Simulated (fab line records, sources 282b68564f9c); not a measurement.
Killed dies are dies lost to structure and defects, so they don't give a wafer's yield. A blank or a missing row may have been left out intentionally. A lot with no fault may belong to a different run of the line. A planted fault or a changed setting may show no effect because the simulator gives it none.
fab line records    flow ritCmos
record lots=6  wafers=18  lastDay=8
route steps=202 shown NSD@131 PSD@142 M1@202
lots that met no fault: from a run of the same line without faults
startH: hours from the record's opening day to when the first of the lot's shown wafers began    waitH: how many hours have passed since the lot's step before this one    " same as the row above    L1.1+2: a single row standing in for several wafers    - either no value or no given start    * or withheld: withheld    < > ~ a bound
route shown NAME@n: a module of which the file shows steps, and the number in the route of the first    usual: mean/standard deviation taken from wafers without a fault    same: alike in all rows    chamber/n: place in a boat    sites: the reading at each site    _std_site: standard deviation across them    _edge_site: inner sites' mean taken away from outer sites' mean    radiusMm: how far each site lies from the wafer's centre    mask NAME#n: copy n    behind: the most recent tool/chamber to have shaped the wafer    hold: cause of the lot's hold/its duration in hours/its outcome    device: the transistor (n, p or np) that didn't switch    end of line: the tests these same wafers got at the end of their route    for a step that has no rows: nothing shown but its recipe    killed: not the wafer's yield, but the dies lost to structure and defects at the first sort    map: per-die view of a wafer (x killed, . not killed, _ where there is no die)
set.NAME: the setting as run; set.NAME@STEP: as run at that earlier step    model.NAME: the simulator's own value behind a step, which no gauge read
a table for each step, a row for each wafer; lots at some steps of the route
services: a tool's chamber out of use, with start hour (startH, from the record's first day; less than 0 if before it), hours out, and reason
## steps
# step RIT_NSD_HMDS_00
# recipe primeTimeS=60  primeTempC=140
# step RIT_NSD_COAT_01
# recipe resist=NOVOLAK  spinRpm=3250  resistThkNm=1000
# step RIT_NSD_SOFTBAKE_02
# recipe resist=NOVOLAK  tempC=90  timeS=60
# step RIT_NSD_EXPOSE_03
# recipe maskId=M9  na=0.57  targetCdNm=40700  doseMj=250
# step RIT_NSD_PEB_04
# recipe resist=NOVOLAK  tempC=withheld  timeS=withheld
# step RIT_NSD_DEVELOP_05
# recipe resist=NOVOLAK  developTimeS=50  devTempC=23
# step RIT_NSD_OVL_MEAS_06
# usual NSD_OVL=-0.9/1.4
lot.wafer  tool        chamber  startH  waitH  NSD_OVL[nm]
L426.1     overlay-02  -        60.54   -      0.5
L426.3     "           -        "       "      -0.1
L426.5     "           -        "       "      2.3
L431.2     overlay-01  -        81.86   -      -1.1
L431.3     "           -        "       "      -1.8
L431.6     "           -        "       "      -5.5
L434.2     overlay-02  -        99.82   -      -2.9
L434.4     "           -        "       "      -1.1
L434.6     "           -        "       "      -0.2
L443.3     overlay-01  -        154.38  -      -1.7
L443.5     "           -        "       "      -3.3
L443.6     "           -        "       "      0.6
L446.2     overlay-01  -        170.43  -      -3.0
L446.4     "           -        "       "      -1.8
L446.5     "           -        "       "      -0.6
L448.3     overlay-02  -        174.69  -      -0.1
L448.4     "           -        "       "      0.1
L448.6     "           -        "       "      0.6
# step RIT_NSD_HARDBAKE_07
# recipe resist=NOVOLAK  tempC=140  timeS=60
# step RIT_NSD_IMPLANT_08
# recipe species=P  energyKev=25  doseCm2=1e+15  tiltDeg=7
# step RIT_NSD_STRIP_09
# recipe chemistry=O2  timeS=180  resist=NOVOLAK  platenTempC=withheld  powerW=500  pressureMtorr=4000  o2FlowSccm=4000
# usual drypumpMotorCurrentA=5.7/0.38
lot.wafer  tool            chamber  startH  waitH  drypumpMotorCurrentA  rfHoursCounterH
L426.1     plasmaAsher-03  1        60.87   0.1    5.5                   37
L426.3     "               0        "       "      6.2                   -
L426.5     "               0        "       "      6.3                   -
L431.2     plasmaAsher-03  1        82.19   0.1    5.5                   40
L431.3     "               1        "       "      5.5                   -
L431.6     "               1        "       "      5.5                   -
L434.2     plasmaAsher-03  1        100.15  0.1    5.5                   42
L434.4     "               1        "       "      5.5                   -
L434.6     "               1        "       "      5.5                   -
L443.3     plasmaAsher-03  1        154.76  0.1    5.4                   -
L443.5     "               0        "       "      6.3                   -
L443.6     "               1        "       "      5.5                   -
L446.2     plasmaAsher-03  1        170.76  0.1    5.5                   49
L446.4     "               0        "       "      6.3                   -
L446.5     "               0        "       "      6.2                   -
L448.3     plasmaAsher-01  0        175.07  0.1    5.1                   -
L448.4     "               1        "       "      5.8                   -
L448.6     "               1        "       "      5.8                   -
# step RIT_NSD_TW_MEAS_10
# usual NSD_TW=3112/23
lot.wafer  tool          chamber  startH  waitH  NSD_TW
L426.1     filmMetro-04  -        61.05   0.1    3123
L426.3     "             -        "       "      3112
L426.5     "             -        "       "      3111
L431.2     filmMetro-01  -        82.38   0.1    3087
L431.3     "             -        "       "      3089
L431.6     "             -        "       "      3077
L434.2     filmMetro-02  -        100.34  0.1    3124
L434.4     "             -        "       "      3150
L434.6     "             -        "       "      3139
L443.3     filmMetro-01  -        154.90  0.1    3073
L443.5     "             -        "       "      3080
L443.6     "             -        "       "      3087
L446.2     filmMetro-04  -        170.94  0.1    3116
L446.4     "             -        "       "      3118
L446.5     "             -        "       "      3106
L448.3     filmMetro-02  -        175.21  0.1    3147
L448.4     "             -        "       "      3129
L448.6     "             -        "       "      3121
# step RIT_PSD_HMDS_00
# recipe primeTimeS=60  primeTempC=140
# step RIT_PSD_COAT_01
# recipe resist=NOVOLAK  spinRpm=3250  resistThkNm=1000
lot.wafer  tool           chamber  startH  waitH  model.NOVOLAK_of_PSD_COAT_01.thkNm
L426.1     lithoTrack-03  0        61.26   0.1    992.3
L426.3     "              0        "       "      992.1
L426.5     "              0        "       "      991.2
L431.2     lithoTrack-02  0        82.69   0.1    1001
L431.3     "              0        "       "      999.4
L431.6     "              0        "       "      1000
L434.2     lithoTrack-01  0        100.56  0.1    999.3
L434.4     "              0        "       "      996.5
L434.6     "              0        "       "      997
L443.3     lithoTrack-01  0        155.37  0.1    996.9
L443.5     "              0        "       "      997.6
L443.6     "              0        "       "      996.4
L446.2     lithoTrack-02  0        171.33  0.1    980.6
L446.4     "              0        "       "      980.7
L446.5     "              0        "       "      979.2
L448.3     lithoTrack-02  0        175.49  0.1    977.8
L448.4     "              0        "       "      980.6
L448.6     "              0        "       "      981.7
# step RIT_PSD_SOFTBAKE_02
# recipe resist=NOVOLAK  tempC=90  timeS=60
# step RIT_PSD_EXPOSE_03
# recipe maskId=M10  na=0.57  targetCdNm=40900  doseMj=250
# step RIT_PSD_PEB_04
# recipe resist=NOVOLAK  tempC=withheld  timeS=withheld
# step RIT_PSD_DEVELOP_05
# recipe resist=NOVOLAK  developTimeS=50  devTempC=23
# step RIT_PSD_OVL_MEAS_06
# usual PSD_OVL=-0.4/1.3
lot.wafer  tool        chamber  startH  waitH  PSD_OVL[nm]
L426.1     overlay-02  -        61.99   -      0.0
L426.3     "           -        "       "      -1.4
L426.5     "           -        "       "      1.6
L431.2     overlay-02  -        83.49   -      -3.0
L431.3     "           -        "       "      -2.1
L431.6     "           -        "       "      -3.7
L434.2     overlay-01  -        101.37  -      -1.2
L434.4     "           -        "       "      -2.3
L434.6     "           -        "       "      -0.5
L443.3     overlay-01  -        156.40  -      -1.9
L443.5     "           -        "       "      -1.3
L443.6     "           -        "       "      -1.4
L446.2     overlay-01  -        172.14  -      0.5
L446.4     "           -        "       "      1.0
L446.5     "           -        "       "      1.5
L448.3     overlay-01  -        176.19  -      2.6
L448.4     "           -        "       "      0.6
L448.6     "           -        "       "      1.0
# step RIT_PSD_HARDBAKE_07
# recipe resist=NOVOLAK  tempC=140  timeS=60
lot.wafer  tool           chamber  startH  waitH  model.NOVOLAK_of_PSD_COAT_01.thkNm
L426.1     lithoTrack-01  0        62.03   0.0    877
L426.3     "              0        "       "      876.9
L426.5     "              0        "       "      876.1
L431.2     lithoTrack-01  0        83.55   0.0    884.8
L431.3     "              0        "       "      883.2
L431.6     "              0        "       "      884.1
L434.2     lithoTrack-03  0        101.42  0.0    883.1
L434.4     "              0        "       "      880.8
L434.6     "              0        "       "      881.2
L443.3     lithoTrack-02  0        156.64  0.2    881
L443.5     "              0        "       "      881.7
L443.6     "              0        "       "      880.6
L446.2     lithoTrack-03  0        172.19  0.0    866.8
L446.4     "              0        "       "      866.9
L446.5     "              0        "       "      865.5
L448.3     lithoTrack-01  0        176.27  0.1    864.4
L448.4     "              0        "       "      866.8
L448.6     "              0        "       "      867.8
# step RIT_PSD_IMPLANT_08
# recipe species=BF2  energyKev=26.6  doseCm2=5e+15  tiltDeg=7
# step RIT_M1_PROBE_99
# usual killedAtFrontEnd=7.0/2.8  killedDies=7.0/2.8  killedOpen=3.4/1.9  killedShort=3.6/2
# same grossDies=264  killed_at_M0_to_M3=0  killed_at_M4_up=0  killedAtBackSide=0  killedAtContacts=0  killedAtOther=0
lot.wafer  tool       chamber  startH  waitH  killedAtFrontEnd  killedDies  killedOpen  killedShort
L426.1     prober-01  -        70.47   0.1    4                 4           2           2
L426.3     prober-01  -        70.57   0.2    7                 7           0           7
L426.5     prober-01  -        70.67   0.2    2                 2           2           0
L434.2     prober-01  -        112.27  0.1    13                13          7           6
L434.4     prober-01  -        112.37  0.2    8                 8           7           1
L434.6     prober-01  -        112.47  0.2    7                 7           3           4
L446.2     prober-02  -        180.78  0.1    6                 6           4           2
L446.4     prober-02  -        180.88  0.2    8                 8           6           2
L446.5     prober-02  -        180.93  0.2    6                 6           1           5
# killed by level:class
L426.1 GATE:geometricParticle:open=2 SPACER:geometricParticle:short=1 GATE:geometricParticle:short=1
L426.3 FOX2:geometricParticle:short=3 SILICIDE:geometricParticle:short=3 FOX1:geometricParticle:short=1
L426.5 SILICIDE:geometricParticle:open=2
L434.2 FOX2:geometricParticle:open=3 GATE:geometricParticle:short=2 GATE:geometricParticle:open=2 REOX:geometricParticle:short=2 FOX2:geometricParticle:short=1 SPACER:geometricParticle:open=1 SILICIDE:geometricParticle:short=1 SILICIDE:geometricParticle:open=1
L434.4 GATE:geometricParticle:open=3 SILICIDE:geometricParticle:open=3 FOX2:geometricParticle:open=1 REOX:geometricParticle:short=1
L434.6 SILICIDE:geometricParticle:open=2 SILICIDE:geometricParticle:short=2 GATE:geometricParticle:short=1 REOX:geometricParticle:short=1 SPACER:geometricParticle:open=1
L446.2 GATE:geometricParticle:short=2 GATE:geometricParticle:open=2 REOX:geometricParticle:open=1 SPACER:geometricParticle:open=1
L446.4 SILICIDE:geometricParticle:open=4 GATE:geometricParticle:open=2 FOX1:geometricParticle:short=1 GATE:geometricParticle:short=1
L446.5 GATE:geometricParticle:short=3 FOX1:geometricParticle:short=1 FOX2:geometricParticle:short=1 SILICIDE:geometricParticle:open=1
## services
tool            chamber  startH  hours  kind
plasmaAsher-01  -        132.24  3.4    repair
## key
firstSign none at tools or gauges
modelEffect step=RIT_PSD_COAT_01  value=NOVOLAK_of_PSD_COAT_01.thkNm  without=1003  struck=980.1
modelEffect step=RIT_PSD_HARDBAKE_07  value=NOVOLAK_of_PSD_COAT_01.thkNm  without=886  struck=866.4
metAt RIT_PSD_COAT_01
struckWafers L446.2,L446.4,L446.5,L448.3,L448.4,L448.6
testerLeftOut L446,L448
onsetBetween 82.69 171.33
alsoFits time
fault kind=processParameterDrift  tool=lithoTrack-02  chamber=-  onsetH=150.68  steps=RIT_PSD_COAT_01  channel=resistThkNm  offset=-22.404  shape=step  endH=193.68  actsIn=theseRecipesOnly  stated=1000
# testerLeftOut: of these lots the tester's yield and bins aren't shown, on N5 and GAA mostly nor the transistor test; their killed dies are dies lost to structure and defects alone, not to doping, threshold or leakage, so they don't give the yield
